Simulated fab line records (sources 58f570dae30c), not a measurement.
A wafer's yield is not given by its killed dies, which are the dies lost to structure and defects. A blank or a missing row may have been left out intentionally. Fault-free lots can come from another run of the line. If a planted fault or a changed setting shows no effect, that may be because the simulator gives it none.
Comparing a struck lot with a sound one + flow berkeley_cmos170 + 15 out of 331 route steps
Sound: wafers L210.2, L210.3, L210.6. Struck: wafers L214.3, L214.6 (left out: L214.5, a lot-mate that was not struck); the cause follows at the end.
Per side, at each step with rows, come the tool, then ch with its chambers, and then its first start. Under that, the readings that differ: sound wafers + struck wafers + difference of the means + sigmas: that difference in standard deviations of wafers without a fault.
alike: a reading whose means differ by less than 2 such deviations, as well as words and numbers matching on both sides. not compared: withheld readings; readings where some wafer has no value; bounds like >300 that might hide an equal value; numbers whose values overlap and for which the record gives no deviation.
A row with sigmas, a row that says differs or no value, or rows on one side alone: a step with any of these is where the two part. Non-overlapping numbers with no deviation appear without sigmas and do not part them. A reading that every wafer of one side lacks parts them only if that side has two wafers or more.

first, 1 step without rows for these wafers: UCB170_CONTACT_SOFTBAKE_05 (time 60 s).
UCB170_CONTACT_STRIP_06: strips in O2.
  sound on plasma_asher-02 ch 0,1, day 7 17:19; struck on plasma_asher-03 ch 0,1, day 8 21:25
  alike: drypump_motor_current_A, oes_product_au, strip_time_to_endpoint_s
  not compared: rf_hours_counter_h
then, 1 step without rows for these wafers: UCB170_CONTACT_CLEAN_07 (cleans in SPM, time 600 s).
UCB170_CONTACT_RTA_08: time 10 s.
  sound on rtp_anneal-02 ch 0, day 7 17:44; struck on rtp_anneal-02 ch 0, day 8 21:51
  alike: anneal_temp_c_max, lamp_power_pct, wafer_temp_C_max
then, 6 steps without rows for these wafers: UCB170_CONTACT_COAT_09; UCB170_CONTACT_COAT_10 (resist thk 900 nm); UCB170_CONTACT_SOFTBAKE_11 (time 60 s); UCB170_CONTACT_EXPOSE_12 (exposes mask CONT, target cd 700 nm); UCB170_CONTACT_PEB_13; UCB170_CONTACT_DEVELOP_14 (develop time 45 s).
UCB170_CONTACT_CD_MEAS_15 targets a cd of 700 nm.
  sound on cd_sem-01 at day 7 18:47; struck on cd_sem-02 at day 8 23:29
| reading    | sound             | struck      | difference | sigmas |
|------------|-------------------|-------------|------------|--------|
| cd_nm (nm) | 700.0 699.3 698.8 | 701.9 701.3 | +2.2       | +2     |
UCB170_CONTACT_OVL_MEAS_16:
  sound on overlay-01 at day 7 18:53; struck on overlay-02 at day 8 23:35
  alike: CONTACT_OVL
UCB170_CONTACT_ETCH_17: etches BARC in N2/H2.
  sound on rie_diel-01 ch 0,1,2, day 7 18:55; struck on rie_diel-01 ch 0, day 8 23:37
| reading               | sound             | struck      | difference | sigmas |
|-----------------------|-------------------|-------------|------------|--------|
| oes_product_au (a.u.) | 1.014 1.028 0.979 | 1.083 1.087 | +0.078     | +4     |
  alike: drypump_motor_current_A, n2_flow_sccm, throttle_valve_pct
UCB170_CONTACT_ETCH_18: etches PSG in CHF3/CF4/Ar, stops on TiSi2, target depth 840 nm, time 195 s.
  sound: rie_diel-01 ch 0,1,2; struck: rie_diel-01 ch 0
  alike: drypump_motor_current_A, oes_product_au, throttle_valve_pct
  not compared: rf_hours_counter_h
UCB170_M3_PROBE_99:
  the record holds rows for the sound wafers here (prober-02, day 8 17:06) but none for the struck ones

WHERE THEY PART
First at UCB170_CONTACT_CD_MEAS_15; last, within this record, at UCB170_M3_PROBE_99.

WHY: the cause the simulator had injected
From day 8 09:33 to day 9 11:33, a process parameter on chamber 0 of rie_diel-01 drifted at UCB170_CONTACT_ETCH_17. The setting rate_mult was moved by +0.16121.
